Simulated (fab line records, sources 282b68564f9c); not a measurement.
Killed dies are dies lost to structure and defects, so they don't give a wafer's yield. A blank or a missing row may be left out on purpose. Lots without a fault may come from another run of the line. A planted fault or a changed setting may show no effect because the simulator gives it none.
A struck lot beside a sound one | flow rit_cmos | 19 steps out of a route of 202
Sound: wafers L608.3, L608.4, L608.6. Struck: wafers L620.1, L620.2, L620.6. The cause comes at the end.
At each step with rows: each side's tool, then ch and its chambers, then its first start. Under that, the readings that differ: sound wafers | struck wafers | difference of the means | sigmas: that difference in standard deviations of wafers without a fault.
alike: readings whose means differ by less than 2 such deviations, and words and numbers that are the same on both sides. not compared: withheld readings, readings that some wafer has no value for, bounds like >300 that may hide the same value, and numbers for which the record gives no deviation and whose values overlap.
The two part at a step that has a row with sigmas, a row that says differs or no value, or rows on one side only. Numbers that don't overlap but have no deviation are shown without sigmas and don't part them. A reading that every wafer of one side lacks parts them only if that side has two wafers or more.

RIT_ACTIVE_BOW_MEAS_00:
  sound on film_metro-01, day 1 10:02; struck on film_metro-04, day 3 22:00
  alike: INCOMING_BOW
then, 1 step without rows for these wafers: RIT_ACTIVE_OXIDATION_01 (target thk 46.8 nm, ox time 3360 s).
RIT_ACTIVE_THK_MEAS_02:
  sound on film_metro-03, day 1 12:04; struck on film_metro-03, day 4 00:30
  alike: ACTIVE_OXIDE_THK
RIT_ACTIVE_CVD_03: deposits Si3N4 from SiH2Cl2/NH3, target thk 150 nm, time 1500 s.
  sound on lpcvd-01 ch 1, day 1 13:28; struck on lpcvd-02 ch 1, day 4 03:56
RIT_ACTIVE_THK_MEAS_04:
  sound on film_metro-01, day 1 14:55; struck on film_metro-03, day 4 05:21
  reading                 | sound             | struck            | difference | sigmas
  ACTIVE_NITRIDE_THK (nm) | 149.5 149.2 150.1 | 299.8 299.3 302.6 | +151.0     | +99 or more
then, 6 steps without rows for these wafers: RIT_ACTIVE_HMDS_05 (prime time 60 s); RIT_ACTIVE_COAT_06 (resist thk 1000 nm); RIT_ACTIVE_SOFTBAKE_07 (time 60 s); RIT_ACTIVE_EXPOSE_08 (exposes mask M1, target cd 1400 nm); RIT_ACTIVE_PEB_09; RIT_ACTIVE_DEVELOP_10 (develop time 50 s).
RIT_ACTIVE_CD_MEAS_11: target cd 1400 nm.
  sound on cd_sem-02, day 1 15:52; struck on cd_sem-02, day 4 06:29
  alike: cd_nm
then, 1 step without rows for these wafers: RIT_ACTIVE_HARDBAKE_12 (time 60 s).
RIT_ACTIVE_ETCH_13: etches Si3N4 in SF6, stops on SiO2, time 210 s, target depth 210 nm.
  sound on rie_diel-03 ch 2,3, day 1 16:05; struck on rie_diel-04 ch 0,2,3, day 4 06:47
  reading                            | sound             | struck            | difference | sigmas
  oes_product_au (a.u.)              | 0.806 0.816 0.816 | 1.029 1.028 0.972 | +0.197     | +15
  model.etch.depth_nm (nm)           | 149.3 149.4 150.2 | 214.6 214.2 206.3 | +62.1      |
  model.ACTIVE.feature_depth_nm (nm) | 149.3 150.3 150.2 | 214.6 214.2 206.3 | +61.8      |
  alike: drypump_motor_current_A, throttle_valve_pct
  not compared: rf_hours_counter_h
RIT_ACTIVE_STRIP_14: strips in O2, time 180 s.
  sound on plasma_asher-01 ch 0,1, day 1 16:17; struck on plasma_asher-02 ch 0,1, day 4 06:55
  alike: drypump_motor_current_A, rf_refl_power_W
  not compared: rf_hours_counter_h
RIT_ACTIVE_CD_MEAS_90: target cd 1400 nm.
  sound on cd_sem-01, day 1 16:26; struck on cd_sem-02, day 4 07:06
  alike: cd_nm
RIT_ACTIVE_CLEAN_15: cleans in SC1, time 600 s.
  sound on wet_bench-02 ch 1, day 1 16:31; struck on wet_bench-03 ch 3, day 4 07:13
  reading                                  | sound             | struck            | difference | sigmas
  model.Si3N4_of_ACTIVE_CVD_03.thk_nm (nm) | 148.9 148.9 149.8 | 299.2 298.7 302.2 | +150.8     |
RIT_ACTIVE_CLEAN_16: cleans in dHF, time 30 s.
  sound on wet_bench-03 ch 3, day 1 16:43; struck on wet_bench-03 ch 0, day 4 07:25
  reading                                  | sound             | struck            | difference | sigmas
  model.Si3N4_of_ACTIVE_CVD_03.thk_nm (nm) | 148.5 148.5 149.4 | 298.8 298.3 301.8 | +150.8     |
then, 1 step without rows for these wafers: RIT_ACTIVE_CLEAN_17 (cleans in SC2, time 600 s).

WHERE THEY PART
First at RIT_ACTIVE_THK_MEAS_04; last, within this record, at RIT_ACTIVE_ETCH_13. Later steps at which nothing parts them and some readings are alike: RIT_ACTIVE_STRIP_14, RIT_ACTIVE_CD_MEAS_90.

WHY: what the simulator had put in
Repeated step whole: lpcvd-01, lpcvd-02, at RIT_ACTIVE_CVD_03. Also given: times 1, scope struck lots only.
